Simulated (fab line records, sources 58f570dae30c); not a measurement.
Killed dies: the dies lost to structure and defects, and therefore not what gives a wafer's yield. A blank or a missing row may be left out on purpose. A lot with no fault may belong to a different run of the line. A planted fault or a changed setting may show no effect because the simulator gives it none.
Which of the tools did it? -- flow berkeley cmos170 -- 13 lots, 39 wafers sampled, at 3 steps of a route of 331

WHAT EACH GAUGE READ, for each wafer
UCB170_V1_BOW_MEAS_03.
lot,measured,on,V1_BOW (um)
L113,day 7 03:23,film metro-01,25 20 7
L114,day 7 14:29,film metro-02,7 8 17
L115,day 7 23:13,film metro-01,15 22 16
L117,day 8 14:08,film metro-02,24 23 17
L116,day 8 14:07,film metro-01,14 13 8
L118,day 8 14:25,film metro-03,12 15 14
L123,day 9 07:26,film metro-02,31 12 19 - - -
L121,day 9 07:26,film metro-01,19 28 22
L125,day 9 21:15,film metro-02,16 26 16 - - -
L128,day 10 13:46,film metro-01,16 2 16
L130,day 11 01:18,film metro-03,12 20 23
L133,day 11 07:05,film metro-02,21 6 24
L134,day 12 02:48,film metro-02,25 15 18

UCB170_V1_THK_MEAS_04.
lot,measured,on,V1_POLISHED_THK (nm)
L113,day 7 03:31,film metro-01,1002.2 998.2 1000.0
L114,day 7 14:37,film metro-02,999.3 999.8 998.8
L115,day 7 23:19,film metro-01,998.8 998.4 999.5
L117,day 8 14:14,film metro-02,998.3 1000.3 998.1
L116,day 8 14:14,film metro-01,999.6 998.9 1004.0
L118,day 8 14:32,film metro-03,998.6 1001.7 1002.5
L123,day 9 10:17,film metro-02,1331.1 999.2 999.7 1331.1 999.7 1000.6
L121,day 9 07:34,film metro-01,999.7 999.0 999.2
L125,day 9 23:05,film metro-02,999.0 1355.6 999.6 999.2 1356.5 1000.1
L128,day 10 13:53,film metro-01,1000.2 1002.9 1000.0
L130,day 11 01:25,film metro-03,999.6 998.8 998.1
L133,day 11 07:11,film metro-02,998.4 997.3 997.2
L134,day 12 02:55,film metro-02,999.0 999.0 997.6

WHICH TOOL RAN EACH LOT (tool, then ch and the chambers of the sampled wafers, then the start)
lot,UCB170_V1_CMP_02
L113,"cmp-02 ch 0,3, day 7 03:05"
L114,"cmp-01 ch 0,1,2, day 7 14:11"
L115,"cmp-02 ch 0,1, day 7 22:55"
L117,"cmp-01 ch 1,2,3, day 8 13:49"
L116,"cmp-02 ch 1,2,3, day 8 13:52"
L118,"cmp-02 ch 1,3, day 8 14:07"
L123,"cmp-02 ch 0,2,3, day 9 07:08"
L121,"cmp-01 ch 0,3, day 9 07:11"
L125,"cmp-02 ch 0,1,2, day 9 21:03"
L128,"cmp-01 ch 0,1,2, day 10 13:28"
L130,"cmp-01 ch 0,2,3, day 11 01:06"
L133,"cmp-01 ch 0,1,2, day 11 06:45"
L134,"cmp-01 ch 0,1,2, day 12 02:30"
- UCB170_V1_CMP_02: polishes SiO2.

WHAT THE TOOLS THEMSELVES READ (means of the sampled wafers that have a number; where no wafer has one, the mark that the record gives instead)
UCB170_V1_CMP_02.
lot,tool,motor current A (A),slurry filter dp kPa (kPa)
L113,cmp-02,18.2,13.43
L114,cmp-01,15.9,13.56
L115,cmp-02,15.7,13.49
L117,cmp-01,16.0,13.61
L116,cmp-02,16.1,13.48
L118,cmp-02,16.7,13.48
L123,cmp-02,17.1,13.64
L121,cmp-01,16.5,13.60
L125,cmp-02,15.9,13.51
L128,cmp-01,16.5,13.60
L130,cmp-01,15.3,13.36
L133,cmp-01,16.1,13.60
L134,cmp-01,16.0,13.52

THE ANSWER, worked out from the rows above alone
Rule: the lots themselves supply what counts as usual. Put in order of their means at a reading, lots are off if they are a third of the lots or fewer, leave a main group of 4 or more, and stand apart from it by a gap of 3 or more times the standard deviation of the main group's means; of several such gaps the widest counts. A main group is skipped when, at the precision printed for the reading in the tables above, its means are all equal. Also off: a lot with no number at a reading for which 4 or more lots have one. Any other lot the step has rows for is counted as sound. First the gauges in route order, then the tools' own readings, where a lot's mean is used as printed above. The first step at which some lot is off is used, and at that step the reading that is off furthest; a lot without a number counts as furthest.
Off: L123, L125, at UCB170_V1_THK_MEAS_04 (V1_POLISHED_THK). The main group: mean 999.5 nm, standard deviation 1.1.
If a tool, at a process step before that reading, ran all the lots that are off and no sound lot after the first of them, it fits. Those tools and the gauges at UCB170_V1_THK_MEAS_04 are tried in the same way. One fits: UCB170_V1_CMP_02 on cmp-02. A fault onset in the window from L118 (day 8 14:07, its last sound lot) to L123 (day 9 07:08, its first lot off) fits.

WHAT WAS PUT IN BY THE SIMULATOR
cmp-02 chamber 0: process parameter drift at UCB170_V1_CMP_02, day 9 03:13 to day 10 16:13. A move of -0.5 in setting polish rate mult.
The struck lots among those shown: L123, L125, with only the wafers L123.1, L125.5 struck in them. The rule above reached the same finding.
